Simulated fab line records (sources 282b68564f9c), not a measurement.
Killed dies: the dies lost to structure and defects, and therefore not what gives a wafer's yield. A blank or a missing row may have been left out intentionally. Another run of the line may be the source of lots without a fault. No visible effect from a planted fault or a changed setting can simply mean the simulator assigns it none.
Which tool did it? ; flow rit-cmos ; 15 lots, 45 wafers sampled, at 2 steps of a route of 202

WHAT EACH GAUGE READ, for each wafer
RIT_ACTIVE_BOW_MEAS_00. Usual: for INCOMING_BOW the level is 0 um and the standard deviation is 6.9.
lot;measured;on;INCOMING_BOW (um);flag
L312;day 1 10:01;film-metro-03;7 -6 7;
L313;day 1 15:02;film-metro-01;-5 9 -12;
L316;day 2 06:00;film-metro-03;0 -10 9;
L317;day 2 11:01;film-metro-03;2 -7 -8;
L318;day 2 16:02;film-metro-02;-10 6 0;
L320;day 3 02:00;film-metro-02;3 -21 1;
L322;day 3 12:00;film-metro-02;-2 -4 5;
L323;day 3 17:01;film-metro-02;4 9 -5;
L326;day 4 08:01;film-metro-01;-2 -2 3;
L328;day 4 18:01;film-metro-02;-2 0 -14;
L329;day 4 23:01;film-metro-01;5 -6 7;
L330;day 5 04:02;film-metro-01;3 -2 -9;
L331;day 5 09:02;film-metro-01;0 -6 1;
L333;day 5 19:00;film-metro-01;13 -1 -3;
L334;day 6 00:00;film-metro-02;17 4 -2;

RIT_NWELL_OVL_MEAS_06. Usual: for NWELL_OVL the level is 0.4 nm and the standard deviation is 1.2.
lot;measured;on;NWELL_OVL (nm);flag
L312;day 1 21:22;overlay-01;0.3 0.8 1.4;
L313;day 2 01:40;overlay-01;1.4 1.1 -0.5;
L316;day 2 16:55;overlay-01;0.3 0.5 -0.2;
L317;day 2 21:23;overlay-02;0.2 1.8 2.3;
L318;day 3 02:12;overlay-02;1.8 0.4 -0.2;
L320;day 3 12:29;overlay-01;0.3 0.7 0.5;
L322;day 3 22:19;overlay-01;-0.2 -1.0 -1.7;
L323;day 4 03:24;overlay-02;-0.5 0.1 -1.0;
L326;day 4 18:12;overlay-01;1.7 2.1 2.8;
L328;day 5 05:11;overlay-02;1.0 0.1 -0.2;
L329;day 5 11:38;overlay-01;0.7 1.2 0.1;
L330;day 5 16:49;overlay-01;-1.4 -1.1 -1.9;
L331;day 5 19:44;overlay-01;1.1 -0.9 0.7;
L333;day 6 05:23;overlay-01;1.8 1.6 1.5;
L334;day 6 10:57;overlay-02;0.7 2.3 0.6;

WHAT TOOL EACH LOT RAN ON (gives the tool, then ch and the chambers of the sampled wafers, and finally the start)
No process step before these readings appears in the record.

AS READ BY THE TOOLS THEMSELVES (means over the sampled wafers that have a number; for cases with no such wafer, the mark the record gives instead)
The record holds no such reading with a usual standard deviation.

THE ANSWER, worked out from the rows above alone
Rule: a lot counts as off when the mean over its wafers that have a number is more than 3 standard deviations away from the usual mean. A lot without any number at a reading at which 4 lots or more have one is off too. All remaining lots with rows at the step are treated as sound. Order of review: gauges by route order, followed by the tools' own readings, for which a lot's mean as printed above is used. The first step at which some lot is off is used, and at that step the reading that is off furthest; a lot without a number counts as furthest.
Nothing can be told from this: no lot is off at any reading shown.

WHAT HAD BEEN PUT IN BY THE SIMULATOR
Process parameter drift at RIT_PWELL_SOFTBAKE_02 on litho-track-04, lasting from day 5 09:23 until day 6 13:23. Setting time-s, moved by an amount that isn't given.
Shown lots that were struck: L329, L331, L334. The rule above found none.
